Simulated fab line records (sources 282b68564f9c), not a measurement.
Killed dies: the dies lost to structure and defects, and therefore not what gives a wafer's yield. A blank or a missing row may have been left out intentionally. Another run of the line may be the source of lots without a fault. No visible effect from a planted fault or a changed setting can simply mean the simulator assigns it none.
Which tool was responsible?	flow rit_cmos	21 wafers from 7 lots sampled at 2 of the route's 202 steps

## WHAT EACH GAUGE READ, for each wafer
RIT_CONTACT_OVL_MEAS_09.
lot	measured	on	CONTACT_OVL (nm)
L231	day 4 05:47	overlay-01	-0.9 -0.5 1.3
L234	day 4 19:56	overlay-02	0.0 -2.2 -0.9
L237	day 5 11:05	overlay-02	-0.9 -3.3 -2.2
L240	day 5 22:16	overlay-01	3.2 2.3 1.3
L245	day 7 02:31	overlay-01	0.0 0.9 -0.2
L246	day 7 09:53	overlay-01	-151.6 -150.6 -152.3
L249	day 7 23:45	overlay-01	1.3 2.2 3.0

## WHICH TOOL RAN EACH LOT (tool, then ch and the chambers of the sampled wafers, then the start)
lot	RIT_CONTACT_EXPOSE_05
L231	iline_stepper-02 ch 0, day 4 05:08
L234	iline_stepper-02 ch 0, day 4 19:14
L237	iline_stepper-01 ch 0, day 5 10:27
L240	iline_stepper-02 ch 0, day 5 21:38
L245	iline_stepper-02 ch 0, day 7 01:52
L246	iline_stepper-01 ch 0, day 7 09:15
L249	iline_stepper-02 ch 0, day 7 23:08
- RIT_CONTACT_EXPOSE_05: exposes mask M11, target cd 1000 nm.

## THE ANSWER, worked out from the rows above alone
Rule: the usual values come from the lots themselves. Put in order of their means at a reading, lots are off if they are a third of the lots or fewer, leave a main group of 4 or more, and stand apart from it by a gap of 3 or more times the standard deviation of the main group's means; of several such gaps the widest counts. A main group whose means are all the same, to the digits that the tables above print for the reading, isn't used. A lot without any number at a reading at which 4 lots or more have one is off too. Any other lot the step has rows for is counted as sound.
Off: L246, at RIT_CONTACT_OVL_MEAS_09 (CONTACT_OVL). The main group: mean 0.2 nm, standard deviation 1.6.
If a tool, at a process step before that reading, ran all the lots that are off and no sound lot after the first of them, it fits. Gauges at RIT_CONTACT_OVL_MEAS_09: tried the same way as those tools. One candidate fits, namely iline_stepper-01 at RIT_CONTACT_EXPOSE_05. Its last sound lot is L237 (day 5 10:27), its first lot that is off L246 (day 7 09:15): a fault that began between those two fits.

## WHAT THE SIMULATOR HAD PUT IN
Scanner matching overlay: iline_stepper-01, from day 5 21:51 on, at RIT_CONTACT_EXPOSE_05. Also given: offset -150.
Shown lots that were struck: L246. Same finding as the rule above.
